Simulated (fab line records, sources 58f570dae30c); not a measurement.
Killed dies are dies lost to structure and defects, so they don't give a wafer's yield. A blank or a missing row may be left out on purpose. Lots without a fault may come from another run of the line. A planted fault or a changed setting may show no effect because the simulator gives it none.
Chamber matching | flow berkeley_cmos170 | UCB170_SPACER_CVD_00 on pecvd-03: 3 sister chambers
The step deposits SiO2 from TEOS/O2, target thk 376 nm, time 47 s. 6 wafers are shown with their chamber, then 7 later ones without.

WAFERS WITH THEIR CHAMBER
wafer  | chamber | heater_power_w (W) | rf_fwd_power_W (W)
L636.6 | 1       | 216                | 546.9
L634.3 | 1       | 155                | 545.6
L649.3 | 2       | 174                | 548.0
L649.5 | 0       | 199                | 542.8
L653.1 | 0       | 216                | 545.7
L653.3 | 2       | 144                | 546.5

WAFERS WITHOUT THEIR CHAMBER
wafer  | heater_power_w (W) | rf_fwd_power_W (W)
L653.4 | 156                | 548.8
L654.2 | 187                | 547.0
L654.5 | 135                | 545.6
L654.6 | 197                | 548.1
L655.1 | 212                | 544.9
L655.2 | 170                | 545.7
L655.6 | 187                | 547.3

WHICH CHAMBER EACH WENT THROUGH
wafer  | from the rows above          | in truth
L653.4 | can't be placed: 2 or 1      | 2
L654.2 | can't be placed: 1 or 2 or 0 | 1
L654.5 | can't be placed: 2 or 1 or 0 | 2
L654.6 | can't be placed: 1 or 2 or 0 | 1
L655.1 | can't be placed: 0 or 1 or 2 | 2
L655.2 | can't be placed: 1 or 2 or 0 | 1
L655.6 | can't be placed: 1 or 2 or 0 | 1
Placed correctly: 0 of 7. Can't be placed from these rows: 7 (the true chamber is among the candidates in 7). Placed wrongly: 0.
How it was worked out, from the rows above alone: a wafer's distance from a chamber is the root of the sum, over the readings, of the square of ((its reading less the chamber's mean) divided by the reading's scatter). The wafer belongs to the nearest chamber; if the next one is less than 2 further off, it can't be placed. A chamber's mean is the mean of its shown wafers. The scatter: the root of (the sum of the squares of (reading less its chamber's mean) over the shown wafers, divided by (wafers less chambers)).
